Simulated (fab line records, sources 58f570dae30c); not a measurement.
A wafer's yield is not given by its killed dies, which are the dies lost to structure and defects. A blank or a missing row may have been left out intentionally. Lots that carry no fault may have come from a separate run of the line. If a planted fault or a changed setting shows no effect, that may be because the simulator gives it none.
fab line records -- flow berkeley-cmos170
record: lots: 6, wafers: 18, last-day: 12
route steps=331 shown ACTIVE@74 PFIELD@79
lots that met no fault: taken from a fault-free run of the same line
start-h: the number of hours between the record's first day and the start of the first shown wafer of the lot -- wait-h: hours from the lot's prior step to this one -- " the same as in the row above -- L1.1+2: several wafers, shown together as one row -- - value missing, or start not given -- * or withheld: withheld -- < > ~ a bound
route shown NAME@n: names a module that has steps shown in the file, with the first one's number in the route -- usual: mean/standard deviation of fault-free wafers -- same: alike in all rows -- chamber/n: place in a boat -- sites: each site's reading -- _std_site: standard deviation across them -- _edge_site: the outer-site mean with the inner-site mean subtracted -- radius-mm: how far each site lies from the wafer's centre -- mask NAME#n: copy n -- behind: the last tool/chamber to shape the wafer -- hold: the reason the lot was held/the length of the hold in hours/how it ended -- device: which transistor (n, p or np) failed to switch -- end of line: at the end of the route, the tests of the same wafers -- a step without rows: its recipe alone -- killed: at the first sort, the dies lost to defects and structure; wafer yield is something else -- map: a wafer's dies, marking killed ones x, the rest . and places with no die _
set.NAME: the setting that was run; set.NAME@STEP: the one run at that earlier step -- model.NAME: the simulator's own value behind a step, which no gauge read
certain route steps with their lots: each step a table, each wafer a row
services: when a tool's chamber went out of use (start-h, in hours from the record's first day, below 0 if earlier), for how many hours, and the reason
== steps ==
step: UCB170_ACTIVE_OVL_MEAS_14
usual: ACTIVE_OVL: 1/5.1
lot.wafer,tool,chamber,start-h,wait-h,ACTIVE_OVL[nm]
L996.1,overlay-02,-,111.04,0.1,-4
L996.4,overlay-02,-,111.04,0.1,-3
L996.6,overlay-02,-,111.04,0.1,0
L102.1,overlay-02,-,135.20,0.1,-6
L102.2,overlay-02,-,135.20,0.1,-2
L102.3,overlay-02,-,135.20,0.1,0
L107.3,overlay-01,-,166.83,0.1,-7
L107.4,overlay-01,-,166.83,0.1,-5
L107.5,overlay-01,-,166.83,0.1,1
L109.2,overlay-02,-,178.58,0.1,6
L109.4,overlay-02,-,178.58,0.1,6
L109.5,overlay-02,-,178.58,0.1,3
L108.1,overlay-01,-,178.70,0.1,5
L108.4,overlay-01,-,178.70,0.1,5
L108.6,overlay-01,-,178.70,0.1,2
L111.3,overlay-02,-,186.81,0.1,-2
L111.4,overlay-02,-,186.81,0.1,1
L111.5,overlay-02,-,186.81,0.1,-1
step: UCB170_ACTIVE_ETCH_15
recipe: chemistry: CH3F/Ar/O2, target: Si3N4, stop-on: SiO2, CH3F_flow_sccm: 20, Ar_flow_sccm: 50, O2_flow_sccm: 7, pressure-mtorr: 50, rf-w: 450, target-depth-a: 2420, over-etch-frac: 0.1, time-s: 151
usual: drypump-motor-current-A: 5.6/0.5, oes-product-au: 0.938/0.013, throttle-valve-pct: 8.14/0.089
same: time-s: 151
lot.wafer,tool,chamber,start-h,wait-h,drypump-motor-current-A,oes-product-au,rf-hours-counter-h,throttle-valve-pct
L996.1,rie-diel-03,3,111.07,0.0,5.8,0.954,82,8.30
L996.4,rie-diel-03,2,111.07,0.0,5.3,0.932,101,8.15
L996.6,rie-diel-03,3,111.07,0.0,5.8,0.951,-,8.28
L102.1,rie-diel-02,2,135.24,0.0,6.3,0.945,8,8.20
L102.2,rie-diel-02,1,135.24,0.0,5.3,0.936,60,8.13
L102.3,rie-diel-02,3,135.24,0.0,5.2,0.929,140,7.97
L107.3,rie-diel-04,1,166.85,0.0,6.1,0.969,5,8.13
L107.4,rie-diel-04,2,166.85,0.0,6.4,0.936,17,7.97
L107.5,rie-diel-04,0,166.85,0.0,6.2,0.936,-,8.08
L109.2,rie-diel-02,0,178.61,0.0,5.4,0.910,51,8.15
L109.4,rie-diel-02,2,178.61,0.0,6.3,0.940,10,8.19
L109.5,rie-diel-02,1,178.61,0.0,5.3,0.937,-,8.13
L108.1,rie-diel-03,0,178.73,0.0,6.4,0.931,111,8.09
L108.4,rie-diel-03,1,178.73,0.0,5.1,0.944,4,8.17
L108.6,rie-diel-03,1,178.73,0.0,5.1,0.940,-,8.17
L111.3,rie-diel-04,1,186.83,0.0,6.1,0.957,5,8.12
L111.4,rie-diel-04,3,186.83,0.0,4.8,0.952,-,8.21
L111.5,rie-diel-04,2,186.83,0.0,6.5,0.928,-,7.99
step: UCB170_ACTIVE_STRIP_16
recipe: chemistry: O2, power-w: 400, pressure-mtorr: 3500, platen-temp-c: withheld, o2-flow-sccm: 400, overash-fraction: 0.5
usual: drypump-motor-current-A: 5.9/0.36, o2-flow-sccm: 400.0/1.1, oes-product-au: 0.721/0.0044, strip-time-to-endpoint-s: 18.13/0.1
lot.wafer,tool,chamber,start-h,wait-h,drypump-motor-current-A,o2-flow-sccm,oes-product-au,rf-hours-counter-h,strip-time-to-endpoint-s
L996.1,plasma-asher-01,0,111.22,0.1,6.2,399.4,0.718,29,17.94
L996.4,plasma-asher-01,0,111.22,0.1,6.2,399.4,0.715,-,18.09
L996.6,plasma-asher-01,1,111.22,0.1,5.5,398.7,0.724,-,18.00
L102.1,plasma-asher-01,0,135.34,0.1,6.2,399.6,0.720,33,18.10
L102.2,plasma-asher-01,1,135.34,0.1,5.5,399.5,0.722,33,18.23
L102.3,plasma-asher-01,0,135.34,0.1,6.2,399.8,0.722,-,18.15
L107.3,plasma-asher-02,0,166.99,0.1,6.4,400.0,0.716,-,18.31
L107.4,plasma-asher-02,1,166.99,0.1,6.1,399.9,0.724,-,18.18
L107.5,plasma-asher-02,0,166.99,0.1,6.4,397.3,0.721,-,18.36
L109.2,plasma-asher-02,1,178.72,0.1,6.2,401.3,0.726,47,18.27
L109.4,plasma-asher-02,0,178.72,0.1,6.4,397.7,0.728,-,18.14
L109.5,plasma-asher-02,1,178.72,0.1,6.1,402.3,0.721,-,18.16
L108.1,plasma-asher-03,1,178.83,0.1,5.4,399.6,0.714,7,18.04
L108.4,plasma-asher-03,0,178.83,0.1,5.8,400.4,0.716,-,18.14
L108.6,plasma-asher-03,1,178.83,0.1,5.5,399.9,0.720,-,18.17
L111.3,plasma-asher-01,0,186.97,0.1,6.2,399.5,0.723,-,18.22
L111.4,plasma-asher-01,1,186.97,0.1,5.5,401.5,0.717,-,18.14
L111.5,plasma-asher-01,0,186.97,0.1,6.2,400.1,0.719,-,18.16
step: UCB170_ACTIVE_CD_MEAS_90
recipe: target-cd-nm: 1200
usual: cd-nm: 1200.1/1.5
lot.wafer,tool,chamber,start-h,wait-h,cd-nm
L996.1,cd-sem-02,-,111.32,0.1,1199.2
L996.4,cd-sem-02,-,111.32,0.1,1200.0
L996.6,cd-sem-02,-,111.32,0.1,1199.0
L102.1,cd-sem-01,-,135.44,0.1,1198.6
L102.2,cd-sem-01,-,135.44,0.1,1198.7
L102.3,cd-sem-01,-,135.44,0.1,1199.6
L107.3,cd-sem-01,-,167.10,0.1,1200.9
L107.4,cd-sem-01,-,167.10,0.1,1203.1
L107.5,cd-sem-01,-,167.10,0.1,1202.7
L109.2,cd-sem-01,-,178.84,0.1,1202.6
L109.4,cd-sem-01,-,178.84,0.1,1201.1
L109.5,cd-sem-01,-,178.84,0.1,1201.8
L108.1,cd-sem-02,-,178.93,0.1,1200.0
L108.4,cd-sem-02,-,178.93,0.1,1199.9
L108.6,cd-sem-02,-,178.93,0.1,1199.7
L111.3,cd-sem-02,-,187.20,0.2,1199.2
L111.4,cd-sem-02,-,187.20,0.2,1200.2
L111.5,cd-sem-02,-,187.20,0.2,1199.9
step: UCB170_ACTIVE_CLEAN_17
recipe: chemistry: SPM, temp-c: 120, time-s: 600
step: UCB170_PFIELD_HMDS_00
recipe: prime-time-s: 60, prime-temp-c: 100
step: UCB170_PFIELD_COAT_01
recipe: resist: KrF, spin-rpm: 1500, resist-thk-nm: 900
step: UCB170_PFIELD_SOFTBAKE_02
recipe: resist: KrF, temp-c: 130, time-s: 60
step: UCB170_PFIELD_EXPOSE_03
recipe: mask-id: PFIELD, na: 0.5, sigma-outer: 0.6, source-shape: conventional, target-cd-nm: 1500, dose-mj: 30
step: UCB170_PFIELD_PEB_04
recipe: peb-temp-c: 130, peb-time-s: withheld, resist: KrF
step: UCB170_PFIELD_DEVELOP_05
recipe: developer: TMAH, develop-time-s: 45, resist: KrF, dev-temp-c: 21
step: UCB170_PFIELD_OVL_MEAS_06
usual: PFIELD_OVL: 2/5.6
lot.wafer,tool,chamber,start-h,wait-h,PFIELD_OVL[nm]
L996.1,overlay-02,-,113.34,-,0
L996.4,overlay-02,-,113.34,-,4
L996.6,overlay-02,-,113.34,-,2
L102.1,overlay-02,-,138.29,-,-4
L102.2,overlay-02,-,138.29,-,-6
L102.3,overlay-02,-,138.29,-,1
L107.3,overlay-02,-,168.44,-,-1
L107.4,overlay-02,-,168.44,-,3
L107.5,overlay-02,-,168.44,-,-3
L109.2,overlay-02,-,180.40,-,2
L109.4,overlay-02,-,180.40,-,5
L109.5,overlay-02,-,180.40,-,-1
L108.1,overlay-01,-,180.67,-,-4
L108.4,overlay-01,-,180.67,-,3
L108.6,overlay-01,-,180.67,-,-1
L111.3,overlay-02,-,188.51,-,6
L111.4,overlay-02,-,188.51,-,15
L111.5,overlay-02,-,188.51,-,-1
step: UCB170_PFIELD_IMPLANT_07
recipe: species: B, dose-cm2: 2e+13, energy-kev: 80, tilt-deg: 7
usual: beam-energy-keV: 79.999/0.026
lot.wafer,tool,chamber,start-h,wait-h,beam-energy-keV,model.implant.drp-nm
L996.1,implanter-04,0,113.38,0.0,80.000,74.86
L996.4,implanter-04,0,113.38,0.0,79.971,74.86
L996.6,implanter-04,0,113.38,0.0,80.001,74.86
L102.1,implanter-02,0,138.32,0.0,79.975,74.86
L102.2,implanter-02,0,138.32,0.0,79.979,74.86
L102.3,implanter-02,0,138.32,0.0,79.960,74.86
L107.3,implanter-04,0,168.52,0.1,76.872,73.43
L107.4,implanter-04,0,168.52,0.1,76.856,73.43
L107.5,implanter-04,0,168.52,0.1,76.850,73.43
L109.2,implanter-04,0,180.46,0.0,76.918,73.43
L109.4,implanter-04,0,180.46,0.0,76.860,73.43
L109.5,implanter-04,0,180.46,0.0,76.947,73.43
L108.1,implanter-01,0,180.71,0.0,80.003,74.86
L108.4,implanter-01,0,180.71,0.0,80.025,74.86
L108.6,implanter-01,0,180.71,0.0,80.013,74.86
L111.3,implanter-01,0,188.58,0.1,79.998,74.86
L111.4,implanter-01,0,188.58,0.1,80.004,74.86
L111.5,implanter-01,0,188.58,0.1,80.011,74.86
step: UCB170_PFIELD_STRIP_08
recipe: chemistry: O2, power-w: 400, pressure-mtorr: 3500, platen-temp-c: withheld, o2-flow-sccm: 400, overash-fraction: 0.5
usual: drypump-motor-current-A: 6.1/0.36, o2-flow-sccm: 400.1/1.2, oes-product-au: 0.734/0.0048, strip-time-to-endpoint-s: 21.64/0.061
lot.wafer,tool,chamber,start-h,wait-h,drypump-motor-current-A,o2-flow-sccm,oes-product-au,rf-hours-counter-h,strip-time-to-endpoint-s
L996.1,plasma-asher-04,1,113.53,0.1,5.5,400.4,0.723,41,21.63
L996.4,plasma-asher-04,1,113.53,0.1,5.5,401.5,0.737,-,21.62
L996.6,plasma-asher-04,1,113.53,0.1,5.5,400.7,0.724,-,21.67
L102.1,plasma-asher-02,0,138.47,0.1,6.4,399.6,0.728,43,21.56
L102.2,plasma-asher-02,1,138.47,0.1,6.2,398.9,0.742,43,21.63
L102.3,plasma-asher-02,1,138.47,0.1,6.1,400.8,0.731,-,21.64
L107.3,plasma-asher-02,0,168.65,0.1,6.4,399.7,0.736,-,21.66
L107.4,plasma-asher-02,1,168.65,0.1,6.1,398.8,0.735,-,21.66
L107.5,plasma-asher-02,0,168.65,0.1,6.4,399.6,0.735,-,21.71
L109.2,plasma-asher-04,1,180.58,0.1,5.5,400.5,0.733,47,21.60
L109.4,plasma-asher-04,1,180.58,0.1,5.5,401.1,0.729,-,21.69
L109.5,plasma-asher-04,1,180.58,0.1,5.5,400.2,0.739,-,21.64
L108.1,plasma-asher-02,0,180.86,0.1,6.4,400.5,0.731,48,21.61
L108.4,plasma-asher-02,1,180.86,0.1,6.1,400.8,0.733,-,21.61
L108.6,plasma-asher-02,1,180.86,0.1,6.1,400.6,0.735,-,21.60
L111.3,plasma-asher-04,0,188.72,0.1,6.4,399.9,0.736,-,21.54
L111.4,plasma-asher-04,1,188.72,0.1,5.5,402.2,0.739,-,21.55
L111.5,plasma-asher-04,1,188.72,0.1,5.5,400.8,0.742,-,21.61
== services ==
tool,chamber,start-h,hours,kind
rie-diel-03,2,91.68,4.2,repair
rie-diel-04,-,95.21,14.6,pm
implanter-04,-,101.83,7.0,pm
plasma-asher-03,-,108.81,9.0,pm
plasma-asher-03,0,108.81,9.0,vent-cycle
plasma-asher-03,1,108.81,9.0,vent-cycle
plasma-asher-02,-,109.05,6.9,pm
plasma-asher-03,0,117.81,-,clean
plasma-asher-03,1,117.81,-,clean
plasma-asher-04,-,125.17,15.6,pm
implanter-01,-,137.14,5.2,pm
rie-diel-04,-,148.43,0.4,repair
implanter-04,-,155.25,2.4,repair
rie-diel-02,1,159.69,6.0,repair
implanter-02,-,188.65,5.2,pm
== key ==
first-sign: step: UCB170_PFIELD_IMPLANT_07, reading: beam-energy-keV, direction: down, sigmas: 99+, usual: 79.999, struck: 76.884
effect none on later readings
model-effect: step: UCB170_PFIELD_IMPLANT_07, value: implant.drp-nm, without: 74.86, struck: 73.43
met-at UCB170_PFIELD_IMPLANT_07
struck-wafers L107.3,L107.4,L107.5,L109.2,L109.4,L109.5
sort-left-out L107.3,L107.4,L107.5
tester-left-out L107,L109
onset-between 113.38 168.52
fault: kind: process-parameter-drift, tool: implanter-04, chamber: -, onset-h: 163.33, steps: UCB170_PFIELD_IMPLANT_07, channel: energy-kev, offset: -3.1069, shape: step, end-h: 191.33, acts-in: these-recipes-only, stated: 80
tester-left-out: of these lots the tester's yield and bins aren't shown, on N5 and GAA mostly nor the transistor test; their killed dies are dies lost to structure and defects alone, not to doping, threshold or leakage, so they don't give the yield
sort-left-out: the simulated sort isn't trusted on such a fault, so these wafers' sort isn't shown, and their yield isn't known
